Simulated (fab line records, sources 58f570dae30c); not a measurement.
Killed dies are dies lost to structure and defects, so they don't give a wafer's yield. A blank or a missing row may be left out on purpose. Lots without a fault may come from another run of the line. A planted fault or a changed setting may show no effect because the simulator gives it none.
Which tool did it? | flow berkeley_cmos170 | 14 lots, 42 wafers sampled, at 2 steps of a route of 331

WHAT THE GAUGES READ, wafer by wafer
UCB170_ACTIVE_CD_MEAS_13: target cd 1200 nm. Usual: cd_nm 1199.8 nm, standard deviation 1.3.
lot  | measured    | on        | cd_nm (nm)           | flag
L231 | day 4 15:00 | cd_sem-02 | 1199.8 1199.4 1201.0 |
L232 | day 4 15:17 | cd_sem-02 | 1198.1 1198.1 1197.5 |
L233 | day 5 05:27 | cd_sem-02 | 1199.9 1197.9 1201.1 |
L234 | day 5 15:28 | cd_sem-01 | 1198.3 1199.5 1199.2 |
L239 | day 6 14:43 | cd_sem-01 | 1199.7 1200.5 1201.1 |
L240 | day 6 20:40 | cd_sem-02 | 1202.8 1199.8 1201.9 |
L241 | day 7 00:52 | cd_sem-02 | 1199.6 1198.8 1202.3 |
L245 | day 8 02:54 | cd_sem-02 | 1199.6 1200.7 1198.6 |
L247 | day 8 06:14 | cd_sem-02 | 1199.5 1198.8 1200.3 |
L250 | day 8 23:11 | cd_sem-01 | 1199.1 1200.7 1200.3 |
L251 | day 9 09:14 | cd_sem-01 | 1201.3 1201.8 1203.0 |
L252 | day 9 09:28 | cd_sem-01 | 1199.4 1201.4 1198.5 |
L254 | day 9 18:27 | cd_sem-01 | 1199.5 1199.9 1199.8 |
L253 | day 9 18:40 | cd_sem-01 | 1199.6 1199.3 1201.8 |

UCB170_NVT_OVL_MEAS_06. Usual: NVT_OVL 2 nm, standard deviation 6.6.
lot  | measured     | on         | NVT_OVL (nm) | flag
L231 | day 6 03:47  | overlay-02 | 7 10 5       |
L232 | day 6 03:35  | overlay-01 | -2 0 2       |
L233 | day 6 23:14  | overlay-02 | 3 7 1        |
L234 | day 7 08:00  | overlay-02 | 12 6 1       |
L239 | day 8 01:56  | overlay-01 | 4 4 -4       |
L240 | day 8 11:05  | overlay-02 | 5 12 4       |
L241 | day 8 11:16  | overlay-02 | 2 10 7       |
L245 | day 9 18:01  | overlay-01 | -6 2 -7      |
L247 | day 9 18:10  | overlay-02 | 2 19 16      |
L250 | day 10 17:30 | overlay-01 | 7 9 7        |
L251 | day 11 07:23 | overlay-01 | 6 4 5        |
L252 | day 11 07:09 | overlay-02 | -1 1 4       |
L254 | day 11 20:53 | overlay-02 | -5 0 -12     |
L253 | day 11 20:47 | overlay-02 | 3 0 -4       |

WHICH TOOL RAN EACH LOT (tool, then ch and the chambers of the sampled wafers, then the start)
The record holds no process step before these readings.

WHAT THE TOOLS THEMSELVES READ (means of the sampled wafers that have a number; where no wafer has one, the mark that the record gives instead)
The record holds no such reading with a usual standard deviation.

THE ANSWER, worked out from the rows above alone
Rule: a lot is off if the mean of its wafers that have a number lies more than 3 standard deviations from the usual mean. A lot without any number at a reading at which 4 lots or more have one is off too. The other lots that the step has rows for count as sound. The gauges are gone through in route order, then the tools' own readings, and for those a lot's mean is taken as printed above. The first step at which some lot is off is used, and at that step the reading that is off furthest; a lot without a number counts as furthest.
No lot is off at any reading shown: from this, nothing can be told.

WHAT THE SIMULATOR HAD PUT IN
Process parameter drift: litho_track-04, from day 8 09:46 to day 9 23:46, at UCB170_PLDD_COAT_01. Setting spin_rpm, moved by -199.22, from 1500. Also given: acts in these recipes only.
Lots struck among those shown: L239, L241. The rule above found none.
